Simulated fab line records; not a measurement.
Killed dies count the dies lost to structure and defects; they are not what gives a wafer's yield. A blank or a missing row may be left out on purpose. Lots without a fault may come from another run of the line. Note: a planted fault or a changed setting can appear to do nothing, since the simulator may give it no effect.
Chamber matching + flow berkeley cmos170 + 4 sister chambers for UCB170_V2_ETCH_14 on rie diel-03
The step etches SiO2 in CHF3/CF4/Ar, stops on Al, target depth 1250 nm, time 291 s. 14 wafers are shown with their chamber, then 7 later ones without.

== WAFERS WITH THEIR CHAMBER ==
| wafer  | chamber | drypump motor current A (A) | throttle valve pct (%) | oes product au (a.u.) |
|--------|---------|-----------------------------|------------------------|-----------------------|
| L963.1 | 3       | 6.8                         | 6.97                   | 0.880                 |
| L963.2 | 2       | 5.4                         | 7.13                   | 0.863                 |
| L963.3 | 0       | 5.4                         | 6.90                   | 0.859                 |
| L964.2 | 3       | 6.8                         | 7.01                   | 0.893                 |
| L964.3 | 2       | 5.4                         | 7.14                   | 0.859                 |
| L964.4 | 0       | 5.4                         | 6.92                   | 0.853                 |
| L961.1 | 3       | 6.9                         | 6.99                   | 0.879                 |
| L961.4 | 3       | 6.9                         | 6.99                   | 0.884                 |
| L961.5 | 2       | 5.4                         | 7.12                   | 0.878                 |
| L965.1 | 0       | 5.4                         | 6.91                   | 0.851                 |
| L965.2 | 1       | 5.3                         | 6.81                   | 0.880                 |
| L965.6 | 2       | 5.4                         | 7.12                   | 0.859                 |
| L966.1 | 0       | 5.4                         | 6.92                   | 0.845                 |
| L966.4 | 2       | 5.4                         | 7.12                   | 0.869                 |

SIGNATURES (means of the wafers above)
| reading                 | chamber 0 | chamber 1 | chamber 2 | chamber 3 | scatter within a chamber |
|-------------------------|-----------|-----------|-----------|-----------|--------------------------|
| drypump motor current A | 5.400     | 5.300     | 5.400     | 6.850     | 0.0316                   |
| throttle valve pct      | 6.9125    | 6.8100    | 7.1260    | 6.9900    | 0.0118                   |
| oes product au          | 0.85200   | 0.88000   | 0.86560   | 0.88400   | 0.00694                  |
Rule: distance of a wafer from a chamber = root of the sum over the readings of ((wafer's reading minus chamber's mean) / reading's scatter) squared. If the next closest chamber is less than 2 further off than the closest, the wafer can't be placed; otherwise it belongs to the closest. The scatter is the square root of a quotient: the sum, over the shown wafers, of each reading's squared deviation from its chamber's mean, divided by wafers minus chambers.

== WAFERS WHOSE CHAMBER IS MISSING ==
| wafer  | drypump motor current A (A) | throttle valve pct (%) | oes product au (a.u.) |
|--------|-----------------------------|------------------------|-----------------------|
| L966.6 | 6.8                         | 7.01                   | 0.883                 |
| L980.1 | 6.8                         | 7.00                   | 0.874                 |
| L980.4 | 5.3                         | 6.81                   | 0.876                 |
| L980.6 | 5.4                         | 7.12                   | 0.868                 |
| L982.1 | 5.3                         | 6.82                   | 0.871                 |
| L982.3 | 5.4                         | 6.92                   | 0.846                 |
| L982.4 | 5.4                         | 7.13                   | 0.862                 |

== THE CHAMBER EACH PASSED THROUGH ==
| wafer  | from the rows above | in truth |
|--------|---------------------|----------|
| L966.6 | 3                   | 3        |
| L980.1 | 3                   | 3        |
| L980.4 | 1                   | 1        |
| L980.6 | 2                   | 2        |
| L982.1 | 1                   | 1        |
| L982.3 | 0                   | 0        |
| L982.4 | 2                   | 2        |
Correct placement for 7 of the 7. Left unplaced by these rows: 0. Wrongly placed: 0.
